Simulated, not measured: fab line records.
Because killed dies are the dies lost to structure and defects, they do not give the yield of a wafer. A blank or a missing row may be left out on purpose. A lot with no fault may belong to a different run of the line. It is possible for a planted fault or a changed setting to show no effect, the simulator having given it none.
Code-filled problem report in 8D (eight disciplines) form	flow berkeley cmos170	the parts of the form that need people (team, actions taken, sign-off) are left out

## 1. WHAT IS WRONG
Across 6 wafers from 2 lots, PSD_TW at UCB170_PSD_TW_MEAS_10 averages 2125, while fault-free wafers read 2312 with a standard deviation of 25. That is -7.5 standard deviations from the usual mean.
First observed at day 10 11:37: wafer L762.2, on film metro-02. At this step, 42 wafers from 14 lots have a number in the record. By rule, "out" or "out of limits" means more than 4 standard deviations away from the usual mean. The other wafers with a number count as sound.

## 2. WHAT IT IS, WHAT IT ISN'T
question	is	is not
which readings at this step	PSD_TW	-
which lots	L762, L765	L750, L751, L752, L754, L756, L757, L758, L759, L764, L768, L770, L771
which wafers of those lots	all that have a number	-
read on which gauges	film metro-02	film metro-01, film metro-04
when	from day 10 11:37	up to then (24 sound wafers); but 12 sound wafers of L764, L768, L770, L771 came after

## 3. WHAT RULES OUT EACH SUSPECT
Counting: a tool stays on the suspect list if, at a process step up to the reading, it processed all lots that are out and no sound lot following the first of them.
- the gauge at UCB170_PSD_TW_MEAS_10 has been ruled out. All the wafers that are out were read on film metro-02, but those of them that UCB170_PSD_IMPLANT_08 has rows for are out there too, on other tools.
- implanter-02 at UCB170_PSD_IMPLANT_08: kept. Every lot that is out went through it, starting with L762 (day 10 11:15), and after that it ran no sound lot; the last sound lot it ran before then is L757 (day 9 02:52). Its own beam on s, faraday current uA readings are out on those wafers.
- plasma asher-03 at UCB170_PSD_STRIP_09 (strips in O2): ruled out as a lasting fault. Sound lots L770 ran on it after its first lot that is out, L762 (day 10 11:30).
After counting, what remains is implanter-02 at UCB170_PSD_IMPLANT_08.

## 4. THE CAUSE (what the simulator had put in)
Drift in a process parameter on implanter-02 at UCB170_PSD_IMPLANT_08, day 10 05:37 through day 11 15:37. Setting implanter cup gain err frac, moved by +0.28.
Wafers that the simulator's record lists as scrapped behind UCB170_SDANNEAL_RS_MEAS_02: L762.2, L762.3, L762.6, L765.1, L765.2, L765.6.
Only this tool survived the counting.

## 5. THE EFFECT CHAIN, in route order
Each row: a reading where the mean over the struck wafers with a number is more than 3 standard deviations away from the usual. Only readings for which the record gives a usual standard deviation are gone through. hours: the time from each lot's start at the first step in this table that gives one to its start at this step, as a median over the lots. sigmas: the change in usual standard deviations.
hours	step	reading	usual	on struck wafers	change	sigmas
0	UCB170_PSD_IMPLANT_08	beam on s	9.99 s	7.82	-2.17	-10
0	UCB170_PSD_IMPLANT_08	faraday current uA	9264	11824	+2560	+13
0	UCB170_PSD_STRIP_09	oes product au	0.600 a.u.	0.636	+0.036	+8.5
0	UCB170_PSD_STRIP_09	strip time to endpoint s	29.35 s	26.78	-2.57	-35
0	UCB170_PSD_TW_MEAS_10	PSD_TW	2312	2125	-187	-7.5
12	UCB170_SDANNEAL_RS_MEAS_02	PSD_RS	75.60 ohm/sq	89.73	+14.14	+47
The process steps in it:
- UCB170_PSD_IMPLANT_08
- UCB170_PSD_STRIP_09: strips in O2.

## 6. WHAT WOULD HAVE CAUGHT IT SOONER
6 hours passed between the start of the fault at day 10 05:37 and the first reading out of limits at a measuring or inspecting step in this record, taken at day 10 11:37.
The tool's own readings at UCB170_PSD_IMPLANT_08 were out on every struck wafer that the step has a row for (beam on s, faraday current uA): an alarm limit on them would have fired on the first of those.
L765, from the lots that are out (2), started UCB170_PSD_IMPLANT_08 on implanter-02 later than day 10 11:37. It would have been spared by a hold on the tool at that moment.
